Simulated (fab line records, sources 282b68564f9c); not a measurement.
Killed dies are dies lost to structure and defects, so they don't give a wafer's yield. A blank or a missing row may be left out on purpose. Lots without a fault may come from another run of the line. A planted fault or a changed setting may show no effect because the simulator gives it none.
Which tool did it? | flow rit_cmos | 14 lots, 42 wafers sampled, at 2 steps of a route of 202

WHAT THE GAUGES READ, wafer by wafer
RIT_PLDD_TW_MEAS_10. Usual: PLDD_TW 2363, standard deviation 11.
lot  | measured    | on            | PLDD_TW                       | flag
L959 | day 3 06:22 | film_metro-01 | 2359 2358 2369                |
L960 | day 3 10:58 | film_metro-01 | 2353 2376 2364                |
L961 | day 3 16:13 | film_metro-01 | 2359 2360 2363                |
L962 | day 3 21:58 | film_metro-01 | 2377 2360 2356                |
L963 | day 4 04:40 | film_metro-01 | 2374 2379 2371                |
L964 | day 4 07:09 | film_metro-02 | 2370 2372 2386                |
L965 | day 4 11:04 | film_metro-02 | 2372 2377 2363                |
L966 | day 4 18:43 | film_metro-02 | 2384 2370 2384                |
L971 | day 5 12:56 | film_metro-01 | 2362 2362 2354                |
L974 | day 6 04:40 | film_metro-02 | 1683 1671 1682 1687 1680 1684 | OFF
L976 | day 6 14:55 | film_metro-01 | 1682 1686 1695 1689 1683 1695 | OFF
L977 | day 6 18:14 | film_metro-01 | 2357 2381 2379                |
L981 | day 7 17:49 | film_metro-02 | 2346 2347 2369                |
L982 | day 8 00:57 | film_metro-01 | 2367 2374 2364                |

WHICH TOOL RAN EACH LOT (tool, then ch and the chambers of the sampled wafers, then the start)
lot  | RIT_PLDD_IMPLANT_08
L959 | implanter-03 ch 0, day 3 06:02
L960 | implanter-01 ch 0, day 3 10:38
L961 | implanter-04 ch 0, day 3 15:53
L962 | implanter-01 ch 0, day 3 21:40
L963 | implanter-04 ch 0, day 4 04:20
L964 | implanter-01 ch 0, day 4 06:52
L965 | implanter-01 ch 0, day 4 10:45
L966 | implanter-04 ch 0, day 4 18:25
L971 | implanter-04 ch 0, day 5 12:38
L974 | implanter-01 ch 0, day 6 04:20
L976 | implanter-01 ch 0, day 6 14:38
L977 | implanter-04 ch 0, day 6 17:55
L981 | implanter-03 ch 0, day 7 17:32
L982 | implanter-03 ch 0, day 8 00:38
- RIT_PLDD_IMPLANT_08

WHAT THE TOOLS THEMSELVES READ (means of the sampled wafers that have a number; where no wafer has one, the mark that the record gives instead)
RIT_PLDD_IMPLANT_08. Usual: dose_ions_cm2 9.002e+14, standard deviation 8.7e+11; end_station_pressure_torr 7.2e-06 Torr, standard deviation 3.5e-07; faraday_current_uA 2820, standard deviation 58; tilt_deg 7.003 degrees, standard deviation 0.021.
lot  | tool         | dose_ions_cm2 | end_station_pressure_torr (Torr) | faraday_current_uA | tilt_deg (degrees) | flag
L959 | implanter-03 | 8.994e+14     | 7.0e-06                          | 2827               | 6.986              |
L960 | implanter-01 | 9.007e+14     | 7.5e-06                          | 2811               | 7.000              |
L961 | implanter-04 | 8.993e+14     | 7.4e-06                          | 2818               | 7.003              |
L962 | implanter-01 | 8.999e+14     | 6.9e-06                          | 2797               | 6.991              |
L963 | implanter-04 | 8.994e+14     | 7.0e-06                          | 2803               | 6.983              |
L964 | implanter-01 | 9.008e+14     | 7.5e-06                          | 2780               | 6.973              |
L965 | implanter-01 | 9.003e+14     | 7.3e-06                          | 2815               | 6.992              |
L966 | implanter-04 | 8.996e+14     | 7.2e-06                          | 2854               | 7.016              |
L971 | implanter-04 | 9.002e+14     | 7.7e-06                          | 2846               | 7.003              |
L974 | implanter-01 | 2.698e+14     | 5.7e-06                          | 861                | 6.981              | OFF
L976 | implanter-01 | 2.710e+14     | 5.8e-06                          | 859                | 7.021              | OFF
L977 | implanter-04 | 9.003e+14     | 7.1e-06                          | 2841               | 7.005              |
L981 | implanter-03 | 9.006e+14     | 7.0e-06                          | 2839               | 6.987              |
L982 | implanter-03 | 9.005e+14     | 7.1e-06                          | 2823               | 7.024              |

THE ANSWER, worked out from the rows above alone
Rule: a lot is off if the mean of its wafers that have a number lies more than 3 standard deviations from the usual mean. A lot without any number at a reading at which 4 lots or more have one is off too. The other lots that the step has rows for count as sound. The gauges are gone through in route order, then the tools' own readings, and for those a lot's mean is taken as printed above. The first step at which some lot is off is used, and at that step the reading that is off furthest; a lot without a number counts as furthest.
Off: L974, L976, at RIT_PLDD_TW_MEAS_10 (PLDD_TW).
A tool fits if, at a process step before that reading, it ran every lot that is off, and no sound lot after the first of them. The gauges at RIT_PLDD_TW_MEAS_10 aren't tried: what is off there is off at RIT_PLDD_IMPLANT_08 too, on other tools, and a gauge's error can't cause that. One fits: implanter-01 at RIT_PLDD_IMPLANT_08. Its last sound lot is L965 (day 4 10:45), its first lot that is off L974 (day 6 04:20): a fault that began between those two fits.
The tool's own readings at RIT_PLDD_IMPLANT_08 bear it out: on the lots that are off they differ by more than 5 times the standard deviation of the sound lots' means. dose_ions_cm2 reads 2.704e+14 there against 9.001e+14 on the sound lots; end_station_pressure_torr reads 5.8e-06 Torr there against 7.2e-06 Torr on the sound lots; faraday_current_uA reads 860 there against 2821 on the sound lots.

WHAT THE SIMULATOR HAD PUT IN
Process parameter drift: implanter-01, from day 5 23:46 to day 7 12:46, at RIT_PLDD_IMPLANT_08. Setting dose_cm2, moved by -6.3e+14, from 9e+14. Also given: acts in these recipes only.
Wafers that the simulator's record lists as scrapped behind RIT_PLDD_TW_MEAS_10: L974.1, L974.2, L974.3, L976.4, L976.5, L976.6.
Lots struck among those shown: L974, L976. The rule above found the same.
